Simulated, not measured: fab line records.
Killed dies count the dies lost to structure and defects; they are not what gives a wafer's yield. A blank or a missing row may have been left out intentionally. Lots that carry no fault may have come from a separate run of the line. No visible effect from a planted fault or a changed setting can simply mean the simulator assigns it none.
Which tool is to blame? | flow ritCmos | 42 wafers from 14 lots sampled at 2 of the route's 202 steps

## WHAT EACH GAUGE READ, for each wafer
RIT_FOX2_THK_MEAS_91. Usual: FIELD_OXIDE_LEFT_2_THK gives 256 nm (standard deviation 7.7).
lot  | measured    | on           | FIELD_OXIDE_LEFT_2_THK (nm) | flag
L373 | day 2 09:07 | filmMetro-02 | 262 263 263                 | 
L382 | day 4 08:31 | filmMetro-01 | 256 254 258                 | 
L383 | day 4 13:16 | filmMetro-02 | 255 254 253                 | 
L384 | day 4 17:25 | filmMetro-02 | 298 302 307                 | OFF
L385 | day 4 21:26 | filmMetro-02 | 320 315 324                 | OFF
L386 | day 5 07:25 | filmMetro-04 | 260 257 261                 | 
L387 | day 5 12:08 | filmMetro-02 | 240 240 240                 | 
L388 | day 5 12:22 | filmMetro-01 | 252 252 244                 | 
L389 | day 6 01:37 | filmMetro-04 | 241 249 244                 | 
L390 | day 6 05:07 | filmMetro-02 | 252 248 251                 | 
L391 | day 6 10:11 | filmMetro-01 | 259 259 265                 | 
L394 | day 7 02:38 | filmMetro-04 | 261 260 260                 | 
L396 | day 7 12:42 | filmMetro-02 | 252 260 260                 | 
L395 | day 7 12:49 | filmMetro-01 | 267 266 266                 | 

## EACH LOT AND THE TOOL THAT RAN IT (in order: tool; ch and the chambers of the sampled wafers; start)
lot  | RIT_GATE_WET_ETCH_00
L373 | wetBench-03 ch 2, day 2 08:40
L382 | wetBench-01 ch 0, day 4 08:05
L383 | wetBench-02 ch 0, day 4 12:49
L384 | wetBench-03 ch 1, day 4 16:59
L385 | wetBench-01 ch 2, day 4 21:01
L386 | wetBench-03 ch 1, day 5 06:59
L387 | wetBench-03 ch 2, day 5 11:43
L388 | wetBench-02 ch 1, day 5 11:57
L389 | wetBench-03 ch 1, day 6 01:12
L390 | wetBench-01 ch 1, day 6 04:40
L391 | wetBench-03 ch 1, day 6 09:45
L394 | wetBench-01 ch 1, day 7 02:13
L396 | wetBench-02 ch 2, day 7 12:16
L395 | wetBench-01 ch 0, day 7 12:24
- RIT_GATE_WET_ETCH_00: etches SiO2 in BOE, target depth 56 nm, time 60 s.

## AS READ BY THE TOOLS THEMSELVES (means over the sampled wafers that have a number; for cases with no such wafer, the mark the record gives instead)
RIT_GATE_WET_ETCH_00. Usual: bathHeatDutyPct 1.7 %, standard deviation 0.38; runLengthS 86.8 s, standard deviation 1.8.
lot  | tool        | bathHeatDutyPct (%) | runLengthS (s) | flag
L373 | wetBench-03 | 1.6                 | 84.8           | 
L382 | wetBench-01 | 1.4                 | 87.5           | 
L383 | wetBench-02 | 1.5                 | 85.6           | 
L384 | wetBench-03 | -                   | -              | OFF
L385 | wetBench-01 | -                   | -              | OFF
L386 | wetBench-03 | 1.7                 | 86.1           | 
L387 | wetBench-03 | 1.8                 | 84.9           | 
L388 | wetBench-02 | 1.4                 | 87.1           | 
L389 | wetBench-03 | 1.6                 | 86.9           | 
L390 | wetBench-01 | 2.1                 | 85.4           | 
L391 | wetBench-03 | 2.1                 | 92.1           | 
L394 | wetBench-01 | 1.7                 | 85.4           | 
L396 | wetBench-02 | 2.1                 | 86.7           | 
L395 | wetBench-01 | 1.6                 | 87.0           | 

## THE ANSWER, worked out from the rows above alone
Rule: a lot counts as off when the mean over its wafers that have a number is more than 3 standard deviations away from the usual mean. Also off: a lot with no number at a reading for which 4 or more lots have one. The other lots that the step has rows for count as sound. The gauges are gone through in route order, then the tools' own readings, and for those a lot's mean is taken as printed above. The first step at which some lot is off is used, and at that step the reading that is off furthest; a lot without a number counts as furthest.
Off: L384, L385, seen at RIT_FOX2_THK_MEAS_91 (FIELD_OXIDE_LEFT_2_THK).
If a tool, at a process step before that reading, ran all the lots that are off and no sound lot after the first of them, it fits. Not tried: the gauges at RIT_FOX2_THK_MEAS_91; whatever is off there is also off at RIT_GATE_WET_ETCH_00, on other tools, and gauge error can't account for it. No candidate that was tried fits.

## WHAT HAD BEEN PUT IN BY THE SIMULATOR
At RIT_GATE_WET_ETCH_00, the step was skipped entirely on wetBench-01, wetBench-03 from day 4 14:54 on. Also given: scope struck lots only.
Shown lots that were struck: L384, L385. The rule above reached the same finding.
